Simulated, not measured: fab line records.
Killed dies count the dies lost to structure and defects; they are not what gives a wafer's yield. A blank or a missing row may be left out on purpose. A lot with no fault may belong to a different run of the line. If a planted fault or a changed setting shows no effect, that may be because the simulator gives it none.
fab line records + flow rit_cmos + part 2 of 2: steps 38 to 38 of 38
[record]
- lots = 5
- wafers = 23
route steps=202 shown ACTIVE@7 FOX2@23 NWELL@29 PWELL@40 WELLDRIVE@50 NRETRO@54 PRETRO@72 GATE@78 M1@202
start_h: hours from the record's opening day to when the first of the lot's shown wafers began + wait_h: hours from the lot's prior step to this one + " identical to the entry in the row above + L1.1+2: a single row standing in for several wafers + - value missing, or start not given + * or withheld: withheld + < > ~ a bound
route shown NAME@n: names a module that has steps shown in the file, with the first one's number in the route + usual: mean/standard deviation of fault-free wafers + same: alike in all rows + chamber/n: place in a boat + sites: per-site readings + _std_site: the standard deviation of these + _edge_site: the outer-site mean with the inner-site mean subtracted + radius_mm: for every site, how far away it sits from the centre of the wafer + mask NAME#n: copy n + behind: the last tool/chamber to shape the wafer + hold: why the lot went on hold/how many hours it stayed there/how the hold came to an end + device: transistor that didn't switch, given as n, p or np + end of line: the route-end tests of the same wafers + a step without rows: its recipe alone + killed: the dies lost at the first sort to structure and to defects; this is not the yield of the wafer + map: dies across one wafer; x = killed, . = not, _ = none there
set.NAME: the run value of the setting; set.NAME@STEP: its run value at that earlier step + model.NAME: the simulator's own value behind a step, which no gauge read
lots where settings were altered on purpose, with a table for each step and a row for each wafer
[[steps]]
[step RIT_M1_PROBE_99]
[usual]
- killed_at_contacts = 0.1/0.3
- killed_at_front_end = 7/3.1
- killed_dies = 7/3.1
- killed_open = 3.5/2.1
- killed_short = 3.4/2
[same]
- gross_dies = 264
- killed_at_M0_to_M3 = 0
- killed_at_M4_up = 0
- killed_at_back_side = 0
- killed_at_other = 0
| lot.wafer | tool      | chamber | start_h | wait_h | set.dev_temp_c@GATE_DEVELOP_15 | killed_at_contacts | killed_at_front_end | killed_dies | killed_open | killed_short | model.etest.nmos_0p15.r_on_ohm_um | model.etest.pmos_0p15.r_on_ohm_um | model.etest.pmos_turned.r_on_ohm_um |
|-----------|-----------|---------|---------|--------|--------------------------------|--------------------|---------------------|-------------|-------------|--------------|-----------------------------------|-----------------------------------|-------------------------------------|
| L078.2    | prober-01 | -       | 78.14   | 0.1    | 23                             | 0                  | 10                  | 10          | 4           | 6            | 1099                              | 2826                              | 3501                                |
| L078.3    | prober-01 | -       | 78.19   | 0.2    | 21.74                          | 0                  | 6                   | 6           | 2           | 4            | 1046                              | 2538                              | 3113                                |
| L078.4    | prober-01 | -       | 78.24   | 0.2    | 21.74                          | 0                  | 5                   | 5           | 4           | 1            | 1058                              | 2564                              | 3184                                |
| L078.5    | prober-01 | -       | 78.29   | 0.2    | 21.74                          | 0                  | 6                   | 6           | 5           | 1            | 1023                              | 2629                              | 3254                                |
| L078.6    | prober-01 | -       | 78.34   | 0.2    | 23                             | 0                  | 3                   | 3           | 3           | 0            | 1083                              | 2754                              | 3378                                |
| L080.2    | prober-01 | -       | 87.02   | 0.1    | 23                             | 0                  | 9                   | 9           | 6           | 3            | 1168                              | 2767                              | 3412                                |
| L080.4    | prober-01 | -       | 87.12   | 0.2    | 23                             | 0                  | 15                  | 15          | 5           | 10           | 1155                              | 2750                              | 3420                                |
| L080.6    | prober-01 | -       | 87.22   | 0.2    | 23                             | 0                  | 8                   | 8           | 3           | 5            | 1142                              | 2650                              | 3350                                |
| L082.1    | prober-01 | -       | 99.00   | 0.1    | 23                             | 0                  | 9                   | 9           | 1           | 7            | 1135                              | 2696                              | 3406                                |
| L082.2    | prober-01 | -       | 99.05   | 0.1    | 25.03                          | 1                  | 10                  | 11          | 9           | 1            | 1249                              | 3024                              | 3718                                |
| L082.3    | prober-01 | -       | 99.10   | 0.2    | 23                             | 0                  | 6                   | 6           | 2           | 3            | 1174                              | 2815                              | 3500                                |
| L082.4    | prober-01 | -       | 99.15   | 0.2    | 23                             | 0                  | 8                   | 8           | 2           | 4            | 1164                              | 2741                              | 3412                                |
| L082.5    | prober-01 | -       | 99.20   | 0.2    | 25.03                          | 0                  | 7                   | 7           | 3           | 4            | 1240                              | 2936                              | 3590                                |
| L083.1    | prober-02 | -       | 101.70  | 0.1    | 23                             | 0                  | 6                   | 6           | 2           | 4            | 1140                              | 2775                              | 3422                                |
| L083.2    | prober-02 | -       | 101.75  | 0.1    | 25.04                          | 0                  | 10                  | 10          | 6           | 3            | 1211                              | 3065                              | 3750                                |
| L083.3    | prober-02 | -       | 101.80  | 0.2    | 25.04                          | 0                  | 10                  | 10          | 4           | 4            | 1170                              | 3013                              | 3637                                |
| L083.4    | prober-02 | -       | 101.85  | 0.2    | 23                             | 0                  | 4                   | 4           | 2           | 2            | 1122                              | 2749                              | 3391                                |
| L083.6    | prober-02 | -       | 101.95  | 0.2    | 25.04                          | 0                  | 8                   | 8           | 4           | 4            | 1239                              | 3102                              | 3736                                |
| L084.2    | prober-01 | -       | 106.66  | 0.1    | 24.45                          | 0                  | 6                   | 6           | 3           | 3            | 1219                              | 3054                              | 3728                                |
| L084.3    | prober-01 | -       | 106.71  | 0.2    | 23                             | 0                  | 7                   | 7           | 3           | 4            | 1160                              | 2826                              | 3504                                |
| L084.4    | prober-01 | -       | 106.76  | 0.2    | 24.45                          | 0                  | 6                   | 6           | 3           | 3            | 1215                              | 3083                              | 3799                                |
| L084.5    | prober-01 | -       | 106.81  | 0.2    | 23                             | 0                  | 4                   | 4           | 2           | 2            | 1167                              | 3002                              | 3708                                |
| L084.6    | prober-01 | -       | 106.86  | 0.2    | 24.45                          | 0                  | 11                  | 11          | 5           | 6            | 1201                              | 3140                              | 3891                                |
// killed by level:class
L078.2 GATE:geometric_particle:short=2 REOX:geometric_particle:short=2 FOX1:geometric_particle:short=1 FOX2:geometric_particle:open=1 GATE:geometric_particle:open=1 REOX:geometric_particle:open=1 SPACER:geometric_particle:short=1 SPACER:geometric_particle:open=1
L078.3 REOX:geometric_particle:short=3 REOX:geometric_particle:open=2 SPACER:geometric_particle:short=1
L078.4 SPACER:geometric_particle:open=2 FOX1:geometric_particle:open=1 GATE:geometric_particle:short=1 REOX:geometric_particle:open=1
L078.5 GATE:geometric_particle:open=4 FOX1:geometric_particle:short=1 FOX1:geometric_particle:open=1
L078.6 REOX:geometric_particle:open=2 GATE:geometric_particle:open=1
L080.2 SILICIDE:geometric_particle:open=3 REOX:geometric_particle:open=2 GATE:geometric_particle:short=1 GATE:geometric_particle:open=1 SPACER:geometric_particle:short=1 SILICIDE:geometric_particle:short=1
L080.4 GATE:geometric_particle:short=4 FOX2:geometric_particle:short=3 GATE:geometric_particle:open=3 REOX:geometric_particle:open=2 FOX1:geometric_particle:short=1 REOX:geometric_particle:short=1 SPACER:geometric_particle:short=1
L080.6 FOX1:geometric_particle:short=2 GATE:geometric_particle:short=2 FOX1:geometric_particle:open=1 REOX:geometric_particle:short=1 REOX:geometric_particle:open=1 SILICIDE:geometric_particle:open=1
L082.1 FOX1:geometric_particle:short=2 SILICIDE:geometric_particle:short=2 FOX1:geometric_particle:open=1 GATE:geometric_particle:short=1 REOX:geometric_particle:short=1 SPACER:geometric_particle:short=1 GATE:coat_microbubble_printed=1
L082.2 GATE:geometric_particle:open=3 SPACER:geometric_particle:open=2 FOX1:geometric_particle:short=1 FOX1:geometric_particle:open=1 REOX:geometric_particle:open=1 SILICIDE:geometric_particle:open=1 CONTACT:geometric_particle:open=1 GATE:area_develop=1
L082.3 GATE:geometric_particle:short=1 SPACER:geometric_particle:short=1 SPACER:geometric_particle:open=1 SILICIDE:geometric_particle:short=1 SILICIDE:geometric_particle:open=1 GATE:area_etch=1
L082.4 GATE:geometric_particle:short=2 GATE:coat_microbubble_printed=2 FOX1:geometric_particle:short=1 FOX2:geometric_particle:open=1 REOX:geometric_particle:open=1 SPACER:geometric_particle:short=1
L082.5 SPACER:geometric_particle:short=2 FOX1:geometric_particle:open=1 FOX2:geometric_particle:short=1 FOX2:geometric_particle:open=1 GATE:geometric_particle:open=1 REOX:geometric_particle:short=1
L083.1 GATE:geometric_particle:short=2 SPACER:geometric_particle:short=2 GATE:geometric_particle:open=1 SPACER:geometric_particle:open=1
L083.2 GATE:geometric_particle:short=2 GATE:geometric_particle:open=2 FOX1:geometric_particle:open=1 FOX2:geometric_particle:open=1 SPACER:geometric_particle:short=1 SPACER:geometric_particle:open=1 SILICIDE:geometric_particle:open=1 GATE:area_develop=1
L083.3 GATE:geometric_particle:open=3 GATE:geometric_particle:short=2 GATE:area_develop=2 SPACER:geometric_particle:short=1 SILICIDE:geometric_particle:open=1 SILICIDE:geometric_particle:short=1
L083.4 GATE:geometric_particle:short=2 GATE:geometric_particle:open=1 SILICIDE:geometric_particle:open=1
L083.6 GATE:geometric_particle:open=2 GATE:geometric_particle:short=2 SILICIDE:geometric_particle:short=2 FOX2:geometric_particle:open=1 REOX:geometric_particle:open=1
L084.2 GATE:geometric_particle:short=2 SPACER:geometric_particle:open=2 SPACER:geometric_particle:short=1 SILICIDE:geometric_particle:open=1
L084.3 FOX1:geometric_particle:short=1 FOX2:geometric_particle:short=1 FOX2:geometric_particle:open=1 GATE:geometric_particle:short=1 GATE:geometric_particle:open=1 REOX:geometric_particle:open=1 SPACER:geometric_particle:short=1
L084.4 GATE:geometric_particle:open=2 FOX1:geometric_particle:open=1 FOX2:geometric_particle:short=1 GATE:geometric_particle:short=1 SILICIDE:geometric_particle:short=1
L084.5 GATE:geometric_particle:open=2 GATE:geometric_particle:short=1 REOX:geometric_particle:short=1
L084.6 GATE:geometric_particle:open=4 GATE:geometric_particle:short=2 SPACER:geometric_particle:short=2 FOX2:geometric_particle:short=1 REOX:geometric_particle:open=1 SILICIDE:geometric_particle:short=1
[[key]]
[split]
- step = RIT_ACTIVE_COAT_06
- setting = spin_rpm
- stated = 3250
- by = wafer
[response]
- step = RIT_ACTIVE_COAT_06
- reading = model.NOVOLAK_of_ACTIVE_COAT_06.thk_nm
- change = -4.48
- per = 1%
- r = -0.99
[split]
- step = RIT_FOX2_OXIDATION_00
- setting = temp_c
- stated = 1100
- by = lot
[response]
- step = RIT_FOX2_OXIDATION_00
- reading = model.SiO2_of_FOX2_OXIDATION_00.thk_nm
- change = +15.3
- per = 1%
- r = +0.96
[response]
- step = RIT_FOX2_THK_MEAS_01
- reading = FOX2_OXIDE_THK
- change = +15.3
- per = 1%
- r = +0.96
[response]
- step = RIT_FOX2_THK_MEAS_90
- reading = FIELD_OXIDE_LEFT_1_THK
- change = +15
- per = 1%
- r = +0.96
[response]
- step = RIT_FOX2_THK_MEAS_91
- reading = FIELD_OXIDE_LEFT_2_THK
- change = +15.1
- per = 1%
- r = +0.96
[split]
- step = RIT_NWELL_COAT_01
- setting = resist_thk_nm
- stated = 1300
- by = wafer
[response]
- step = RIT_NWELL_COAT_01
- reading = model.NOVOLAK_of_NWELL_COAT_01.thk_nm
- change = +12.9
- per = 1%
- r = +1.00
[response]
- step = RIT_NWELL_HARDBAKE_07
- reading = model.NOVOLAK_of_NWELL_COAT_01.thk_nm
- change = +11.1
- per = 1%
- r = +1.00
[split]
- step = RIT_NWELL_IMPLANT_08
- setting = dose_cm2
- stated = 5e+13
- by = wafer
[response]
- step = RIT_NWELL_TW_MEAS_10
- reading = NWELL_TW
- change = +7.71
- per = 1%
- r = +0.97
[response]
- step = RIT_WELLDRIVE_RS_MEAS_01
- reading = NWELL_RS
- change = -1.74
- per = 1%
- r = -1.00
[split]
- step = RIT_PWELL_COAT_01
- setting = spin_rpm
- stated = 2000
- by = wafer
[response]
- step = RIT_PWELL_COAT_01
- reading = model.NOVOLAK_of_PWELL_COAT_01.thk_nm
- change = -6.29
- per = 1%
- r = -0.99
[response]
- step = RIT_PWELL_HARDBAKE_07
- reading = model.NOVOLAK_of_PWELL_COAT_01.thk_nm
- change = -5.41
- per = 1%
- r = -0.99
[split]
- step = RIT_NRETRO_COAT_01
- setting = resist_thk_nm
- stated = 1300
- by = wafer
[response]
- step = RIT_NRETRO_COAT_01
- reading = model.NOVOLAK_of_NRETRO_COAT_01.thk_nm
- change = +13.1
- per = 1%
- r = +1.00
[response]
- step = RIT_NRETRO_HARDBAKE_07
- reading = model.NOVOLAK_of_NRETRO_COAT_01.thk_nm
- change = +11.3
- per = 1%
- r = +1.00
[split]
- step = RIT_NRETRO_IMPLANT_08
- setting = energy_kev
- stated = 70
- by = wafer
[response]
- step = RIT_NRETRO_IMPLANT_08
- reading = model.implant.rp_nm
- change = +0.874
- per = 1%
- r = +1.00
[response]
- step = RIT_NRETRO_IMPLANT_08
- reading = model.implant.drp_nm
- change = +0.289
- per = 1%
- r = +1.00
[response]
- step = RIT_NRETRO_TW_MEAS_10
- reading = NRETRO_TW
- change = +2.61
- per = 1%
- r = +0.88
[split]
- step = RIT_PRETRO_IMPLANT_08
- setting = energy_kev
- stated = 45
- by = wafer
[response]
- step = RIT_PRETRO_IMPLANT_08
- reading = model.implant.rp_nm
- change = +1.38
- per = 1%
- r = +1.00
[response]
- step = RIT_PRETRO_IMPLANT_08
- reading = model.implant.drp_nm
- change = +0.326
- per = 1%
- r = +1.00
[split]
- step = RIT_GATE_DEVELOP_15
- setting = dev_temp_c
- stated = 23
- by = wafer
[response]
- step = RIT_M1_PROBE_99
- reading = model.etest.pmos_turned.r_on_ohm_um
- change = +31.9
- per = 1%
- r = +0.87
[response]
- step = RIT_M1_PROBE_99
- reading = model.etest.pmos_0p15.r_on_ohm_um
- change = +30.8
- per = 1%
- r = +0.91
[response]
- step = RIT_M1_PROBE_99
- reading = model.etest.nmos_0p15.r_on_ohm_um
- change = +8.87
- per = 1%
- r = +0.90
